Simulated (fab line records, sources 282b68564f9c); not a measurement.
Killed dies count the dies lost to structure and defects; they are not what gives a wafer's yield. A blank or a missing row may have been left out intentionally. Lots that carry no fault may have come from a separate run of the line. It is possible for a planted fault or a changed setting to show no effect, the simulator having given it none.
A lot that was struck, set against a sound lot || flow rit cmos || 15 steps out of a route of 202
Sound: wafers L628.2, L628.3, L628.5. Wafers L623.1, L623.5, L623.6 were the ones struck. At the end, the cause is stated.
Order at every step that has rows: each side's tool, ch and its chambers, its first start. Under that, the readings that differ: sound wafers || struck wafers || difference of the means || sigmas: that difference in standard deviations of wafers without a fault.
alike: words and numbers the same on both sides, and readings whose means are apart by under 2 such deviations; not compared: readings that were withheld, readings missing a value for some wafer, numbers with overlapping values and no deviation given by the record, and bounds like >300 which may hide the same value.
A row with sigmas, a row that says differs or no value, or rows on one side alone: a step with any of these is where the two part. Numbers that have no deviation but don't overlap get no sigmas and don't part them. Lack of a reading on every wafer of one side parts them only where that side has two or more wafers.

first, 1 step without rows for these wafers: RIT_NRETRO_IMPLANT_08.
RIT_NRETRO_STRIP_09: strips in O2, time 180 s.
  sound on plasma asher-01 ch 0,1, day 5 06:10; struck on plasma asher-03 ch 0,1, day 4 03:19
  alike: chamber pressure mTorr, drypump motor current A
  not compared: rf hours counter h
RIT_NRETRO_TW_MEAS_10:
  sound on film metro-02 at day 5 06:21; struck on film metro-02 at day 4 03:30
  alike: NRETRO_TW
then, 6 steps without rows for these wafers: RIT_PRETRO_HMDS_00 (prime time 60 s); RIT_PRETRO_COAT_01 (resist thk 1300 nm); RIT_PRETRO_SOFTBAKE_02 (time 60 s); RIT_PRETRO_EXPOSE_03 (exposes mask M5, target cd 43700 nm); RIT_PRETRO_PEB_04; RIT_PRETRO_DEVELOP_05 (develop time 68 s).
RIT_PRETRO_OVL_MEAS_06:
  sound on overlay-02 at day 5 07:25; struck on overlay-01 at day 4 04:26
  alike: PRETRO_OVL
then, 2 steps without rows for these wafers: RIT_PRETRO_HARDBAKE_07 (time 120 s); RIT_PRETRO_IMPLANT_08.
RIT_PRETRO_STRIP_09: strips in O2, time 180 s.
  sound on plasma asher-02 ch 0,1, day 5 07:50; struck on plasma asher-04 ch 0,1, day 4 04:54
  no value came back on the struck wafers for chamber pressure mTorr (mTorr), drypump motor current A (A); on the sound wafers chamber pressure mTorr (mTorr) reads 3999 4000 4000
{"reading": "model.NOVOLAK_of_PRETRO_COAT_01.thk nm (nm)", "sound": "0 0 0", "struck": "1143 1144 1140", "difference": "+1142", "sigmas": ""}
  not compared: rf hours counter h
RIT_PRETRO_TW_MEAS_10:
  sound on film metro-03 at day 5 08:02; struck on film metro-03 at day 4 05:05
  alike: PRETRO_TW
RIT_M1_PROBE_99:
  sound on prober-01 at day 6 08:55; struck on prober-02 at day 5 07:55
{"reading": "killed at front end", "sound": "7 10 7", "struck": "264 264 263", "difference": "+256", "sigmas": "+75"}
{"reading": "killed dies", "sound": "7 10 7", "struck": "264 264 264", "difference": "+256", "sigmas": "+75"}
{"reading": "killed on rim", "sound": "1 4 0", "struck": "70 70 70", "difference": "+68", "sigmas": "+49"}
  alike: killed at contacts, killed open, killed short

## WHERE THEY PART
At RIT_PRETRO_STRIP_09 first; at RIT_M1_PROBE_99 last (within this record only).

WHY: what had been put in by the simulator
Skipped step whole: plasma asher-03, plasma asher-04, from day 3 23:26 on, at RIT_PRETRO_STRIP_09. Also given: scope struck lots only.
